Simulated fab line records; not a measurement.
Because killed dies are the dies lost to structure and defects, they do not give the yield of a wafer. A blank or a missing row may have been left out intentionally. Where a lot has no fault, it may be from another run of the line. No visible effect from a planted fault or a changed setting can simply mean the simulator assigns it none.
A lot that was struck, set against a sound lot / flow rit_cmos / 27 steps out of a route of 202
Sound: the wafers L250.1, L250.4, L250.6. The struck wafers were L260.1, L260.3, L260.4. At the end, the cause is stated.
Order at every step that has rows: each side's tool, ch and its chambers, its first start. Under that, the readings that differ: sound wafers / struck wafers / difference of the means / sigmas: that difference in standard deviations of wafers without a fault.
alike: readings whose means differ by less than 2 such deviations, and words and numbers that are the same on both sides. not compared: withheld readings, readings that some wafer has no value for, bounds like >300 that may hide the same value, and numbers for which the record gives no deviation and whose values overlap.
The two part at a step that has a row with sigmas, a row that says differs or no value, or rows on one side only. Non-overlapping numbers with no deviation appear without sigmas and do not part them. A reading missing from all wafers of one side parts the sides only when that side holds two or more wafers.

RIT_ACTIVE_BOW_MEAS_00:
  sound: film_metro-03 at day 2 06:00; struck: film_metro-03 at day 4 08:00
  alike: INCOMING_BOW
RIT_ACTIVE_OXIDATION_01: target thk 46.8 nm, ox time 3360 s.
  sound on furnace-03 ch 0, day 2 06:08; struck on furnace-03 ch 0, day 4 08:28
reading=ox_time_s (s); sound=3360 3360 3360; struck=2688 2688 2688; difference=-672; sigmas=
reading=model.SiO2_of_ACTIVE_OXIDATION_01.thk_nm (nm); sound=49.16 49.29 49.87; struck=42.05 41.67 42; difference=-7.53; sigmas=
  alike: spike_tc_source_C, tube_center_temp_C_max, zone_power_source_pct
RIT_ACTIVE_THK_MEAS_02:
  sound: film_metro-01 at day 2 08:05; struck: film_metro-01 at day 4 10:37
reading=ACTIVE_OXIDE_THK (nm); sound=49.1 49.3 49.9; struck=42.0 41.7 42.0; difference=-7.5; sigmas=-8
  not compared: hold
RIT_ACTIVE_THK_MEAS_04:
  sound: film_metro-01 at day 2 09:33; struck: film_metro-04 at day 4 13:25
  alike: ACTIVE_NITRIDE_THK
then, 6 steps without rows for these wafers: RIT_ACTIVE_HMDS_05 (prime time 60 s); RIT_ACTIVE_COAT_06 (resist thk 1000 nm); RIT_ACTIVE_SOFTBAKE_07 (time 60 s); RIT_ACTIVE_EXPOSE_08 (exposes mask M1, target cd 1400 nm); RIT_ACTIVE_PEB_09; RIT_ACTIVE_DEVELOP_10 (develop time 50 s).
RIT_ACTIVE_CD_MEAS_11 targets a cd of 1400 nm.
  sound: cd_sem-02 at day 2 10:28; struck: cd_sem-01 at day 4 14:39
  alike: cd_nm
then, 1 step without rows for these wafers: RIT_ACTIVE_HARDBAKE_12 (time 60 s).
RIT_ACTIVE_ETCH_13: etches Si3N4 in SF6, stops on SiO2, time 210 s, target depth 210 nm.
  sound on rie_diel-03 ch 0,2, day 2 10:44; struck on rie_diel-02 ch 0,1,3, day 4 14:59
  alike: drypump_motor_current_A, oes_product_au, rf_fwd_power_W, throttle_valve_pct
  not compared: rf_hours_counter_h
RIT_ACTIVE_STRIP_14: strips in O2, time 180 s.
  sound on plasma_asher-04 ch 0,1, day 2 10:52; struck on plasma_asher-04 ch 0,1, day 4 15:07
  alike: drypump_motor_current_A
  not compared: rf_hours_counter_h
RIT_ACTIVE_CD_MEAS_90 targets a cd of 1400 nm.
  sound: cd_sem-01 at day 2 11:02; struck: cd_sem-01 at day 4 15:20
  alike: cd_nm
then, 4 steps without rows for these wafers: RIT_ACTIVE_CLEAN_15 (cleans in SC1, time 600 s); RIT_ACTIVE_CLEAN_16 (cleans in dHF, time 30 s); RIT_ACTIVE_CLEAN_17 (cleans in SC2, time 600 s); RIT_FOX1_OXIDATION_00 (target thk 350.7 nm, ox time 1130 s).
RIT_FOX1_THK_MEAS_01:
  sound: film_metro-04 at day 2 14:26; struck: film_metro-02 at day 4 17:50
reading=FOX1_OXIDE_THK (nm); sound=341 348 338; struck=358 368 357; difference=+19; sigmas=+3
then, 2 steps without rows for these wafers: RIT_FOX1_WET_ETCH_02 (etches SiO2 in BOE, target depth 350 nm, time 377.4 s); RIT_FOX2_OXIDATION_00 (target thk 350.7 nm, ox time 1130 s).
RIT_FOX2_THK_MEAS_01:
  sound: film_metro-03 at day 2 15:59; struck: film_metro-03 at day 4 19:20
  alike: FOX2_OXIDE_THK
then, 1 step without rows for these wafers: RIT_FOX2_CLEAN_02 (cleans in dHF, time 180 s).
RIT_FOX2_WET_ETCH_03: etches Si3N4 in H3PO4, target depth 195 nm, time 2700 s.
  sound on wet_bench-01 ch 2, day 2 16:07; struck on wet_bench-01 ch 1, day 4 19:31
reading=model.SiO2_of_ACTIVE_OXIDATION_01.thk_nm (nm); sound=43.78 43.91 44.41; struck=37.32 36.91 37.32; difference=-6.85; sigmas=
RIT_FOX2_THK_MEAS_90:
  sound: film_metro-03 at day 2 16:52; struck: film_metro-03 at day 4 20:16
  alike: FIELD_OXIDE_LEFT_1_THK
RIT_M1_PROBE_99:
  sound: prober-02 at day 4 10:56; struck: prober-01 at day 6 14:04
  alike: killed_at_M0_to_M3, killed_at_contacts, killed_at_front_end, killed_dies, killed_open, killed_short

## WHERE THEY PART
At RIT_ACTIVE_THK_MEAS_02 first; at RIT_FOX1_THK_MEAS_01 last (within this record only). Later steps at which nothing parts them and some readings are alike: RIT_FOX2_THK_MEAS_01, RIT_FOX2_THK_MEAS_90, RIT_M1_PROBE_99.

WHY: whatever the simulator had introduced
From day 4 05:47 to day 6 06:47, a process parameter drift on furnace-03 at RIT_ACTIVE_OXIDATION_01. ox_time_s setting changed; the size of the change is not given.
